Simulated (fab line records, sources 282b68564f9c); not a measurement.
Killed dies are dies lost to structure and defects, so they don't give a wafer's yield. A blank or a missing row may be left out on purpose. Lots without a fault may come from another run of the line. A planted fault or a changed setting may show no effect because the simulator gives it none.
Which tool did it? | flow rit_cmos | 13 lots, 39 wafers sampled, at 2 steps of a route of 202

WHAT THE GAUGES READ, wafer by wafer
RIT_NLDD_OVL_MEAS_06. Usual: NLDD_OVL 0.3 nm, standard deviation 1.3.
lot  | measured    | on         | NLDD_OVL (nm)  | flag
L662 | day 3 04:26 | overlay-02 | -0.1 -0.4 -1.4 |
L663 | day 3 08:54 | overlay-01 | 0.2 0.1 0.1    |
L664 | day 3 14:17 | overlay-02 | 1.3 -0.4 -0.5  |
L665 | day 3 19:55 | overlay-01 | -3.0 -3.5 -1.8 |
L666 | day 4 02:36 | overlay-02 | 0.7 -1.5 -2.7  |
L667 | day 4 05:13 | overlay-01 | 0.1 -0.7 0.9   |
L669 | day 4 16:28 | overlay-02 | -0.1 1.6 -0.3  |
L671 | day 4 22:03 | overlay-02 | -0.1 -0.7 -1.6 |
L678 | day 6 07:25 | overlay-02 | 2.7 2.7 1.5    |
L682 | day 7 01:43 | overlay-02 | -0.4 1.3 0.9   |
L683 | day 7 09:05 | overlay-01 | 0.1 0.6 -1.2   |
L684 | day 7 15:53 | overlay-01 | -0.8 1.0 -1.4  |
L685 | day 7 22:50 | overlay-01 | 0.0 0.7 1.5    |

RIT_PLDD_OVL_MEAS_06. Usual: PLDD_OVL -0.2 nm, standard deviation 1.4.
lot  | measured    | on         | PLDD_OVL (nm)  | flag
L662 | day 3 05:51 | overlay-01 | -1.4 -0.6 2.0  |
L663 | day 3 10:27 | overlay-01 | -1.2 -1.8 -2.3 |
L664 | day 3 15:43 | overlay-02 | -0.1 0.9 0.1   |
L665 | day 3 21:28 | overlay-02 | 2.1 2.8 -1.0   |
L666 | day 4 04:09 | overlay-02 | 0.6 -0.9 0.0   |
L667 | day 4 06:38 | overlay-02 | 1.7 0.9 1.8    |
L669 | day 4 18:07 | overlay-01 | 0.2 -0.9 0.4   |
L671 | day 4 23:47 | overlay-02 | 0.5 0.6 0.6    |
L678 | day 6 08:50 | overlay-01 | -2.5 -1.7 -1.1 |
L682 | day 7 03:20 | overlay-01 | -1.2 1.5 -0.6  |
L683 | day 7 10:30 | overlay-01 | -0.3 -2.1 -0.8 |
L684 | day 7 17:18 | overlay-01 | 0.3 -0.3 -0.3  |
L685 | day 8 00:26 | overlay-02 | 0.9 1.1 -0.1   |

WHICH TOOL RAN EACH LOT (tool, then ch and the chambers of the sampled wafers, then the start)
The record holds no process step before these readings.

WHAT THE TOOLS THEMSELVES READ (means of the sampled wafers that have a number; where no wafer has one, the mark that the record gives instead)
The record holds no such reading with a usual standard deviation.

THE ANSWER, worked out from the rows above alone
Rule: a lot is off if the mean of its wafers that have a number lies more than 3 standard deviations from the usual mean. A lot without any number at a reading at which 4 lots or more have one is off too. The other lots that the step has rows for count as sound. The gauges are gone through in route order, then the tools' own readings, and for those a lot's mean is taken as printed above. The first step at which some lot is off is used, and at that step the reading that is off furthest; a lot without a number counts as furthest.
No lot is off at any reading shown: from this, nothing can be told.

WHAT THE SIMULATOR HAD PUT IN
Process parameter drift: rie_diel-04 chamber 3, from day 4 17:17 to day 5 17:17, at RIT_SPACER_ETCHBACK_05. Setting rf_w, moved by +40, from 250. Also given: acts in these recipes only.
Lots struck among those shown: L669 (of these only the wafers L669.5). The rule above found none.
